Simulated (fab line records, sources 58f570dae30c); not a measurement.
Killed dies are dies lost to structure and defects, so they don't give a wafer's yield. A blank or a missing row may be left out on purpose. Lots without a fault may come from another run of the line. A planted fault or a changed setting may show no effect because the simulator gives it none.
Which tool did it? | flow berkeley_cmos170 | 14 lots, 42 wafers sampled, at 3 steps of a route of 331

WHAT THE GAUGES READ, wafer by wafer
UCB170_CONTACT_CD_MEAS_90: target cd 700 nm.
lot  | measured     | on        | cd_nm (nm)
L301 | day 9 09:31  | cd_sem-01 | 698.0 700.1 698.0
L302 | day 9 10:22  | cd_sem-02 | 700.4 702.1 701.8
L303 | day 10 03:07 | cd_sem-02 | 699.2 700.3 700.0
L306 | day 10 19:41 | cd_sem-02 | 700.9 703.0 700.6
L305 | day 10 22:21 | cd_sem-01 | 700.9 701.3 701.4
L307 | day 10 22:38 | cd_sem-02 | 700.4 700.5 700.9
L304 | day 10 22:53 | cd_sem-01 | - - -
L308 | day 11 11:47 | cd_sem-02 | - - -
L311 | day 11 15:22 | cd_sem-02 | 700.1 701.6 701.1
L317 | day 12 09:54 | cd_sem-02 | 697.4 701.6 702.0
L318 | day 12 10:37 | cd_sem-01 | 699.9 703.8 698.8
L319 | day 12 13:58 | cd_sem-02 | 699.0 699.9 702.5
L321 | day 13 09:58 | cd_sem-01 | 699.6 701.7 700.9
L322 | day 13 16:03 | cd_sem-01 | 701.8 698.7 701.9

WHICH TOOL RAN EACH LOT (tool, then ch and the chambers of the sampled wafers, then the start)
lot  | UCB170_CONTACT_ETCH_17             | UCB170_CONTACT_ETCH_18
L301 | rie_diel-01 ch 1,3, day 9 09:16    | rie_diel-01 ch 1,3, day 9 09:31 or earlier
L302 | rie_diel-04 ch 0,2,3, day 9 10:06  | rie_diel-04 ch 0,2,3, day 9 10:22 or earlier
L303 | rie_diel-01 ch 0,1, day 10 02:50   | rie_diel-01 ch 0,1, day 10 03:07 or earlier
L306 | rie_diel-04 ch 0,1,3, day 10 19:25 | rie_diel-04 ch 0,1,3, day 10 19:41 or earlier
L305 | rie_diel-02 ch 0,1,3, day 10 22:02 | rie_diel-02 ch 0,1,3, day 10 22:21 or earlier
L307 | rie_diel-04 ch 0,3, day 10 22:20   | rie_diel-04 ch 0,3, day 10 22:38 or earlier
L304 | rie_diel-02 ch 0,1, day 10 22:37   | rie_diel-02 ch 0,1, day 10 22:53 or earlier
L308 | rie_diel-02 ch 1,2,3, day 11 11:29 | rie_diel-02 ch 1,2,3, day 11 11:47 or earlier
L311 | rie_diel-01 ch 1,3, day 11 15:07   | rie_diel-01 ch 1,3, day 11 15:22 or earlier
L317 | rie_diel-02 ch 1,2, day 12 09:35   | rie_diel-02 ch 1,2, day 12 09:54 or earlier
L318 | rie_diel-01 ch 0,1,3, day 12 10:19 | rie_diel-01 ch 0,1,3, day 12 10:37 or earlier
L319 | rie_diel-02 ch 1,2,3, day 12 13:41 | rie_diel-02 ch 1,2,3, day 12 13:58 or earlier
L321 | rie_diel-04 ch 1,2, day 13 09:41   | rie_diel-04 ch 1,2, day 13 09:58 or earlier
L322 | rie_diel-01 ch 0,1,3, day 13 15:47 | rie_diel-01 ch 0,1,3, day 13 16:03 or earlier
- UCB170_CONTACT_ETCH_17: etches BARC in N2/H2.
- UCB170_CONTACT_ETCH_18: etches PSG in CHF3/CF4/Ar, stops on TiSi2, target depth 840 nm, time 195 s.

WHAT THE TOOLS THEMSELVES READ (means of the sampled wafers that have a number; where no wafer has one, the mark that the record gives instead)
UCB170_CONTACT_ETCH_17.
lot  | tool        | bias_w (W) | chamber_pressure_mTorr (mTorr) | drypump_motor_current_A (A) | oes_product_au (a.u.) | rf_fwd_power_W (W) | throttle_valve_pct (%)
L301 | rie_diel-01 | 99.8       | 30.006                         | 5.8                         | 0.983                 | 491.1              | 13.32
L302 | rie_diel-04 | 100.0      | 30.013                         | 5.5                         | 1.002                 | 495.5              | 13.31
L303 | rie_diel-01 | 100.0      | 30.004                         | 6.0                         | 1.013                 | 493.8              | 13.13
L306 | rie_diel-04 | 99.7       | 30.011                         | 5.6                         | 1.008                 | 495.2              | 13.23
L305 | rie_diel-02 | 100.0      | 30.012                         | 5.6                         | 1.009                 | 493.3              | 13.42
L307 | rie_diel-04 | 100.1      | 29.987                         | 5.7                         | 1.001                 | 494.5              | 13.21
L304 | rie_diel-02 | -          | -                              | -                           | -                     | -                  | -
L308 | rie_diel-02 | -          | -                              | -                           | -                     | -                  | -
L311 | rie_diel-01 | 100.1      | 30.005                         | 5.9                         | 0.991                 | 493.1              | 13.33
L317 | rie_diel-02 | 100.1      | 30.014                         | 5.8                         | 1.003                 | 494.4              | 13.25
L318 | rie_diel-01 | 99.7       | 30.001                         | 5.9                         | 0.985                 | 492.2              | 13.22
L319 | rie_diel-02 | 100.4      | 30.021                         | 5.7                         | 1.007                 | 494.3              | 13.40
L321 | rie_diel-04 | 100.2      | 30.017                         | 5.0                         | 0.997                 | 495.9              | 13.50
L322 | rie_diel-01 | 100.0      | 30.023                         | 5.9                         | 0.998                 | 491.4              | 13.23

UCB170_CONTACT_ETCH_18.
lot  | tool        | CHF3_flow_sccm (sccm) | cf4_flow_sccm (sccm) | drypump_motor_current_A (A) | oes_product_au (a.u.) | rf_fwd_power_W (W) | throttle_valve_pct (%)
L301 | rie_diel-01 | 44.91                 | 15.00                | 5.8                         | 0.869                 | 696.0              | 6.97
L302 | rie_diel-04 | 45.10                 | 15.01                | 5.6                         | 0.899                 | 695.9              | 6.95
L303 | rie_diel-01 | 45.08                 | 15.02                | 6.1                         | 0.879                 | 695.1              | 6.79
L306 | rie_diel-04 | 44.99                 | 14.99                | 5.6                         | 0.900                 | 698.9              | 6.93
L305 | rie_diel-02 | 45.00                 | 15.02                | 5.6                         | 0.906                 | 698.5              | 6.98
L307 | rie_diel-04 | 44.94                 | 15.02                | 5.7                         | 0.908                 | 696.6              | 6.90
L304 | rie_diel-02 | 45.17                 | 15.00                | 5.6                         | 0.380                 | 698.1              | 6.94
L308 | rie_diel-02 | 45.02                 | 15.05                | 5.7                         | 0.379                 | 697.5              | 6.96
L311 | rie_diel-01 | 44.90                 | 14.92                | 5.9                         | 0.883                 | 695.0              | 6.98
L317 | rie_diel-02 | 45.00                 | 14.99                | 5.8                         | 0.877                 | 699.4              | 6.88
L318 | rie_diel-01 | 45.01                 | 14.97                | 5.9                         | 0.877                 | 696.1              | 6.89
L319 | rie_diel-02 | 44.98                 | 15.04                | 5.7                         | 0.890                 | 694.5              | 6.94
L321 | rie_diel-04 | 45.08                 | 15.03                | 5.0                         | 0.892                 | 696.4              | 7.03
L322 | rie_diel-01 | 44.94                 | 15.00                | 5.9                         | 0.883                 | 696.8              | 6.88

THE ANSWER, worked out from the rows above alone
Rule: what is usual is taken from the lots themselves. Put in order of their means at a reading, lots are off if they are a third of the lots or fewer, leave a main group of 4 or more, and stand apart from it by a gap of 3 or more times the standard deviation of the main group's means; of several such gaps the widest counts. A main group whose means are all the same, to the digits that the tables above print for the reading, isn't used. A lot without any number at a reading at which 4 lots or more have one is off too. The other lots that the step has rows for count as sound. The gauges are gone through in route order, then the tools' own readings, and for those a lot's mean is taken as printed above. The first step at which some lot is off is used, and at that step the reading that is off furthest; a lot without a number counts as furthest.
Off: L304, L308, at UCB170_CONTACT_CD_MEAS_90 (cd_nm). Without a number there: L304, L308. The main group: mean 700.6 nm, standard deviation 0.73.
A tool fits if, at a process step before that reading, it ran every lot that is off, and no sound lot after the first of them. The gauges at UCB170_CONTACT_CD_MEAS_90 aren't tried: what is off there is off at UCB170_CONTACT_ETCH_17 too, on other tools, and a gauge's error can't cause that. UCB170_CONTACT_ETCH_18 gives no start for some lots, so the hours and the order of its lots are those of UCB170_CONTACT_CD_MEAS_90. None of those tried fits.

WHAT THE SIMULATOR HAD PUT IN
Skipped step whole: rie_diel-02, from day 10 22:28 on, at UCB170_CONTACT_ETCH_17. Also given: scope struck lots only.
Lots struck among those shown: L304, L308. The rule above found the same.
